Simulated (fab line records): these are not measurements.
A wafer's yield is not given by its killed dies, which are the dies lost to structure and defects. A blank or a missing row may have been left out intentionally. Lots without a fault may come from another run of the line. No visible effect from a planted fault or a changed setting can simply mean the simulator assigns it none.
A lot that was struck, set against a sound lot ; flow berkeley_cmos170 ; 16 out of 331 route steps
Sound: these wafers, L630.3, L630.4, L630.5. Wafers L633.1, L633.4, L633.6 were the ones struck. The cause is given at the end.
Each step with rows lists, per side, the tool, then ch with its chambers, then its first start. Under that, the readings that differ: sound wafers ; struck wafers ; difference of the means ; sigmas: that difference in standard deviations of wafers without a fault.
alike: a reading whose means differ by less than 2 such deviations, as well as words and numbers matching on both sides. not compared: withheld readings; readings where some wafer has no value; bounds like >300 that might hide an equal value; numbers whose values overlap and for which the record gives no deviation.
The two part at a step that has a row with sigmas, a row that says differs or no value, or rows on one side only. Non-overlapping numbers with no deviation appear without sigmas and do not part them. A reading that every wafer of one side lacks parts them only if that side has two wafers or more.

first, 2 steps without rows for these wafers: UCB170_FIELD_CLEAN_00 (cleans in dHF, time 7.5 s); UCB170_FIELD_OXIDATION_01 (target thk 558.3 nm, ox time 7200 s).
UCB170_FIELD_THK_MEAS_02:
  sound on film_metro-02, day 5 22:01; struck on film_metro-04, day 6 21:53
  alike: FIELD_OXIDE_THK
then, 4 steps without rows for these wafers: UCB170_FIELD_ANNEAL_03 (time 1200 s); UCB170_FIELD_WET_ETCH_04 (etches SiO2 in dHF, time 60 s); UCB170_FIELD_WET_ETCH_05 (etches Si3N4 in H3PO4, time 12600 s); UCB170_FIELD_WET_ETCH_06 (etches SiO2 in BOE, time 21.54 s).
UCB170_FIELD_THK_MEAS_90:
  sound on film_metro-02, day 6 07:23; struck on film_metro-04, day 7 09:05
  alike: FIELD_OXIDE_LEFT_1_THK
then, 2 steps without rows for these wafers: UCB170_SACOX_CLEAN_00 (cleans in dHF, time 7.5 s); UCB170_SACOX_OXIDATION_01 (target thk 14.4 nm, ox time 2400 s).
UCB170_SACOX_THK_MEAS_02:
  sound on film_metro-02, day 6 13:07; struck on film_metro-01, day 7 14:15
  alike: SACOX_OXIDE_THK
then, 1 step without rows for these wafers: UCB170_SCREENOX_WET_ETCH_00 (etches SiO2 in dHF, time 200 s).
UCB170_SCREENOX_OXIDATION_01: target thk 14.4 nm, ox time 2400 s.
  sound on furnace-02 ch 0, day 6 15:56; struck on furnace-02 ch 0, day 7 20:02
  alike: spike_tc_load_C, zone_power_centre_pct
UCB170_SCREENOX_THK_MEAS_02:
  sound on film_metro-03, day 6 17:38; struck on film_metro-03, day 7 21:43
reading;sound;struck;difference;sigmas
SCREENOX_OXIDE_THK (nm);14.45 14.57 14.48;23.40 23.55 23.21;+8.89;+36
then, 1 step without rows for these wafers: UCB170_SCREENOX_ANNEAL_03 (time 900 s).
UCB170_M3_PROBE_99:
  the record holds rows for the sound wafers here (prober-01, day 9 11:28) but none for the struck ones

## WHERE THEY PART
First at UCB170_SCREENOX_THK_MEAS_02; last, within this record, at UCB170_M3_PROBE_99.

WHY: what the simulator had put in
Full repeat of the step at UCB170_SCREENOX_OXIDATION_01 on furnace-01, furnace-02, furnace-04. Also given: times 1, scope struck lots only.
